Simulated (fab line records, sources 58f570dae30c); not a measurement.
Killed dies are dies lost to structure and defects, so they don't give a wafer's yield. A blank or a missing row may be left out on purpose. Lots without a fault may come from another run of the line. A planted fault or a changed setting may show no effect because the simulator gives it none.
Chamber matching | flow berkeley_cmos170 | UCB170_V1_CMP_02 on cmp-01: 4 sister chambers
The step polishes SiO2. 4 wafers are shown with their chamber, then 7 later ones without.

WAFERS WITH THEIR CHAMBER
wafer  | chamber | motor_current_A (A)
L676.6 | 0       | 16.3
L675.1 | 2       | 18.6
L675.5 | 3       | 16.2
L677.5 | 1       | 16.1

WAFERS WITHOUT THEIR CHAMBER
wafer  | motor_current_A (A)
L677.6 | 17.8
L681.1 | 17.1
L681.3 | 15.1
L681.6 | 16.3
L689.2 | 17.9
L689.4 | 17.5
L689.6 | 15.9

WHICH CHAMBER EACH WENT THROUGH
wafer  | from the rows above               | in truth
L677.6 | can't be placed: 2 or 0 or 3 or 1 | 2
L681.1 | can't be placed: 0 or 3 or 1 or 2 | 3
L681.3 | can't be placed: 1 or 3 or 0      | 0
L681.6 | can't be placed: 0 or 3 or 1      | 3
L689.2 | can't be placed: 2 or 0 or 3 or 1 | 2
L689.4 | can't be placed: 2 or 0 or 3 or 1 | 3
L689.6 | can't be placed: 1 or 3 or 0      | 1
Placed correctly: 0 of 7. Can't be placed from these rows: 7 (the true chamber is among the candidates in 7). Placed wrongly: 0.
How it was worked out, from the rows above alone: a wafer's distance from a chamber is the root of the sum, over the readings, of the square of ((its reading less the chamber's mean) divided by the reading's scatter). The wafer belongs to the nearest chamber; if the next one is less than 2 further off, it can't be placed. A chamber's mean is the mean of its shown wafers. The scatter: with one shown wafer a chamber, the root of the mean of the squares of how far each hidden wafer lies from its nearest shown one.
